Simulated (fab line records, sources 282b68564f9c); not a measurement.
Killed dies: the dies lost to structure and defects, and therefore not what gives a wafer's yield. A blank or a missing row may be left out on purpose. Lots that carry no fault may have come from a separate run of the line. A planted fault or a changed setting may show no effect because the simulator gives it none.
A lot that was struck, set against a sound lot    flow ritCmos    31 out of 202 route steps
Sound: the wafers L822.3, L822.5, L822.6. Struck: wafers L829.2, L829.5, L829.6. Last of all comes the cause.
Per side, at each step with rows, come the tool, then ch with its chambers, and then its first start. Under that, the readings that differ: sound wafers    struck wafers    difference of the means    sigmas: that difference in standard deviations of wafers without a fault.
alike: words and numbers the same on both sides, and readings whose means are apart by under 2 such deviations; not compared: readings that were withheld, readings missing a value for some wafer, numbers with overlapping values and no deviation given by the record, and bounds like >300 which may hide the same value.
A row with sigmas, a row that says differs or no value, or rows on one side alone: a step with any of these is where the two part. Non-overlapping numbers with no deviation appear without sigmas and do not part them. A reading that every wafer of one side lacks parts them only if that side has two wafers or more.

RIT_NRETRO_TW_MEAS_10:
  sound on filmMetro-04 at day 3 22:47; struck on filmMetro-02 at day 5 10:08
reading    sound           struck          difference  sigmas
NRETRO_TW  1066 1060 1056  1045 1039 1041  -19         -2
then, 6 steps without rows for these wafers: RIT_PRETRO_HMDS_00 (prime time 60 s); RIT_PRETRO_COAT_01 (resist thk 1300 nm); RIT_PRETRO_SOFTBAKE_02 (time 60 s); RIT_PRETRO_EXPOSE_03 (exposes mask M5, target cd 43700 nm); RIT_PRETRO_PEB_04; RIT_PRETRO_DEVELOP_05 (develop time 68 s).
RIT_PRETRO_OVL_MEAS_06:
  sound on overlay-02 at day 3 23:43; struck on overlay-01 at day 5 11:12
  alike: PRETRO_OVL
then, 2 steps without rows for these wafers: RIT_PRETRO_HARDBAKE_07 (time 120 s); RIT_PRETRO_IMPLANT_08.
RIT_PRETRO_STRIP_09: strips in O2, time 180 s.
  sound on plasmaAsher-02 ch 0,1, day 4 00:18; struck on plasmaAsher-01 ch 0,1, day 5 11:38
  alike: drypumpMotorCurrentA
  not compared: rfHoursCounterH
RIT_PRETRO_TW_MEAS_10:
  sound on filmMetro-02 at day 4 00:26; struck on filmMetro-01 at day 5 11:49
  alike: PRETRO_TW
RIT_GATE_WET_ETCH_00: etches SiO2 in BOE, target depth 56 nm, time 60 s.
  sound on wetBench-03 ch 0, day 4 00:29; struck on wetBench-03 ch 0, day 5 11:52
reading                                     sound            struck             difference  sigmas
runLengthS (s)                              87 87 87         75 75 75           -12         -4
model.SiO2_of_FOX2_OXIDATION_00.thkNm (nm)  260 257.4 262.5  292.5 287.4 289.3  +29.8       
then, 13 steps without rows for these wafers: RIT_GATE_CLEAN_01 (cleans in SC1, time 600 s); RIT_GATE_CLEAN_02 (cleans in dHF, time 30 s); RIT_GATE_CLEAN_03 (cleans in SC2, time 600 s); RIT_GATE_CLEAN_04 (cleans in dHF, time 60 s); RIT_GATE_OXIDATION_05 (target thk 3 nm, ox time 270 s); RIT_GATE_ANNEAL_06 (time 600 s); RIT_GATE_CVD_08 (deposits poly-Si from SiH4, target thk 250 nm, time 2220 s); RIT_GATE_HMDS_10 (prime time 60 s); RIT_GATE_COAT_11 (resist thk 855.5 nm); RIT_GATE_SOFTBAKE_12 (time 60 s); RIT_GATE_EXPOSE_13 (exposes mask M6, target cd 150 nm); RIT_GATE_PEB_14; RIT_GATE_DEVELOP_15 (develop time 50 s).
RIT_GATE_CD_MEAS_16: target cd 150 nm.
  sound on cdSem-01 at day 4 06:15; struck on cdSem-02 at day 5 19:37
  alike: cdNm
RIT_GATE_OVL_MEAS_17:
  sound on overlay-02 at day 4 06:20; struck on overlay-01 at day 5 19:43
  alike: GATE_OVL
then, 1 step without rows for these wafers: RIT_GATE_HARDBAKE_18 (time 60 s).
RIT_GATE_ETCH_19: etches poly-Si in SF6/CHF3/O2, stops on SiO2, time 165 s, target depth 312.5 nm.
  sound on rieSi-02 ch 0,1,3, day 4 06:31; struck on rieSi-01 ch 0,3, day 5 19:53
reading                                     sound              struck             difference  sigmas
model.SiO2_of_FOX2_OXIDATION_00.thkNm (nm)  237.1 234.5 239.9  269.6 264.6 266.5  +29.7       
  alike: drypumpMotorCurrentA, oesProductAu, rfFwdPowerW, runLengthS, throttleValvePct
  not compared: rfHoursCounterH
RIT_GATE_STRIP_20: strips in O2, time 180 s.
  sound on plasmaAsher-04 ch 0,1, day 4 06:41; struck on plasmaAsher-04 ch 0,1, day 5 20:00
  alike: drypumpMotorCurrentA
  not compared: rfHoursCounterH

== WHERE THEY PART ==
At RIT_NRETRO_TW_MEAS_10 first; at RIT_GATE_WET_ETCH_00 last (within this record only). Later steps at which nothing parts them and some readings are alike: RIT_GATE_CD_MEAS_16, RIT_GATE_OVL_MEAS_17, RIT_GATE_ETCH_19, RIT_GATE_STRIP_20.

WHY: what had been put in by the simulator
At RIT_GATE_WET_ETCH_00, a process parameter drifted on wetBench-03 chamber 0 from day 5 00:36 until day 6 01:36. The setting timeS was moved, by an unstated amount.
